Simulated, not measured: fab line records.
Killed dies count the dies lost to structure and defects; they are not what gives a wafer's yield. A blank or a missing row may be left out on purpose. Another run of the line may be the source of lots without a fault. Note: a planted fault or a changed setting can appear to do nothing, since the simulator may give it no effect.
A lot that was struck, set against a sound lot -- flow rit_cmos -- 26 steps out of a route of 202
Sound: the wafers L880.4, L880.5, L880.6. Struck: wafer L875.1. (L875.2, L875.6 of the same lot were not struck and are left out.) The cause comes at the end.
For every step that has rows: the tool of each side, followed by ch and its chambers, followed by its first start. Under that, the readings that differ: sound wafers -- struck wafers -- difference of the means -- sigmas: that difference in standard deviations of wafers without a fault.
alike: readings with means less than 2 such deviations apart, plus words and numbers identical on both sides. not compared: withheld readings, readings lacking a value on some wafer, bounds such as >300 that could conceal the same value, and numbers that have no deviation in the record and whose values overlap.
The two part at a step that has a row with sigmas, a row that says differs or no value, or rows on one side only. Non-overlapping numbers with no deviation appear without sigmas and do not part them. Lack of a reading on every wafer of one side parts them only where that side has two or more wafers.

first, 4 steps without rows for these wafers: RIT_CONTACT_SOFTBAKE_04 (time 60 s); RIT_CONTACT_EXPOSE_05 (exposes mask M11, target cd 1000 nm); RIT_CONTACT_PEB_06; RIT_CONTACT_DEVELOP_07 (develop time 120 s).
RIT_CONTACT_CD_MEAS_08 targets a cd of 1000 nm.
  sound on cd_sem-02 at day 6 16:47; struck on cd_sem-01 at day 5 15:46
  alike: cd_nm
RIT_CONTACT_OVL_MEAS_09:
  sound on overlay-02 at day 6 16:52; struck on overlay-02 at day 5 15:53
  alike: CONTACT_OVL
then, 1 step without rows for these wafers: RIT_CONTACT_HARDBAKE_10 (time 60 s).
RIT_CONTACT_ETCH_11: etches SiO2 in CHF3/CF4/Ar, stops on TiSi2, target depth 480 nm, time 320 s.
  sound on rie_diel-01 ch 0,1,3, day 6 17:08; struck on rie_diel-03 ch 3, day 5 16:04
reading,sound,struck,difference,sigmas
rf_hours_counter_h (h),- - -,44,no value on the sound wafers,
  alike: O2_flow_sccm, drypump_motor_current_A, oes_product_au, throttle_valve_pct
RIT_CONTACT_STRIP_12: strips in O2, time 180 s.
  sound on plasma_asher-01 ch 0,1, day 6 17:17; struck on plasma_asher-03 ch 0, day 5 16:16
reading,sound,struck,difference,sigmas
rf_hours_counter_h (h),- - -,49,no value on the sound wafers,
  alike: drypump_motor_current_A
RIT_CONTACT_CD_MEAS_90 targets a cd of 1000 nm.
  sound on cd_sem-02 at day 6 17:28; struck on cd_sem-02 at day 5 16:26
  alike: cd_nm
then, 2 steps without rows for these wafers: RIT_CONTACT_CLEAN_13 (cleans in SC1, time 600 s); RIT_CONTACT_CLEAN_14 (cleans in SC2, time 600 s).
RIT_M1_SPUTTER_00: material Al, target thk 400 nm, time 500 s.
  sound on pvd_sputter-03 at day 6 17:53; struck on pvd_sputter-02 at day 5 16:56
reading,sound,struck,difference,sigmas
cathode_dc_power_W (W),1999.8 1999.4 1999.4,894.2,-1105.3,-99 or more
model.Al_of_M1_SPUTTER_00.thk_nm (nm),401.2 401.9 403.6,178.4,-223.8,
  alike: substrate_temp_c, throttle_valve_pct
RIT_M1_RS_MEAS_01: uses a four-point probe to measure.
  sound on film_metro-04 at day 6 18:14; struck on film_metro-01 at day 5 17:31
reading,sound,struck,difference,sigmas
M1_AL_RS (ohm/sq),0.0731 0.0730 0.0727,0.1717,+0.0988,+99 or more
  not compared: hold
RIT_M1_THK_MEAS_02: measures by xrf.
  sound on film_metro-04 at day 6 18:20; struck on film_metro-01 at day 5 22:20
reading,sound,struck,difference,sigmas
M1_AL_THK (nm),400 402 404,179,-223,-41
  not compared: hold
then, 5 steps without rows for these wafers: RIT_M1_COAT_04 (resist thk 1300 nm); RIT_M1_SOFTBAKE_05 (time 60 s); RIT_M1_EXPOSE_06 (exposes mask M12, target cd 2600 nm); RIT_M1_PEB_07; RIT_M1_DEVELOP_08 (develop time 68 s).
RIT_M1_CD_MEAS_09 targets a cd of 2600 nm.
  sound on cd_sem-02 at day 6 19:18; struck on cd_sem-01 at day 6 01:16
  alike: cd_nm
RIT_M1_OVL_MEAS_10:
  sound on overlay-02 at day 6 19:23; struck on overlay-02 at day 6 01:23
reading,sound,struck,difference,sigmas
M1_OVL (nm),-3.0 -3.4 -3.3,0.2,+3.4,+3
then, 1 step without rows for these wafers: RIT_M1_HARDBAKE_11 (time 120 s).
RIT_M1_METAL_ETCH_12: etches Al in Cl2/BCl3, stops on SiO2, time 165 s, target depth 600 nm.
  sound on rie_metal-03 ch 0,1, day 6 19:42; struck on rie_metal-02 ch 1, day 6 01:40
reading,sound,struck,difference,sigmas
oes_product_au (a.u.),0.779 0.778 0.785,0.529,-0.252,-31
rf_hours_counter_h (h),- - -,38,no value on the sound wafers,
throttle_valve_pct (%),8.23 8.32 8.23,8.43,+0.17,+2
  alike: drypump_motor_current_A
then, 1 step without rows for these wafers: RIT_M1_STRIP_13 (strips in nmp, time 600 s).
RIT_M1_PROBE_99:
  sound on prober-01 at day 6 22:04; struck on prober-01 at day 6 05:40
reading,sound,struck,difference,sigmas
hold,- - -,await_dispo/1.5h/release,no value on the sound wafers,
sort_bin_5_function (%),1.1 0 1.1,3.0,+2.3,+3
  alike: defect_limited_yield, killed_at_contacts, killed_at_front_end, killed_dies, killed_open, killed_short, sort_bin_3_pad_short, sort_bin_6_memory, sort_n_pass, sort_yield_pct

WHERE THEY PART
Earliest at RIT_CONTACT_ETCH_11; latest, in this record, at RIT_M1_PROBE_99.

WHY: whatever the simulator had introduced
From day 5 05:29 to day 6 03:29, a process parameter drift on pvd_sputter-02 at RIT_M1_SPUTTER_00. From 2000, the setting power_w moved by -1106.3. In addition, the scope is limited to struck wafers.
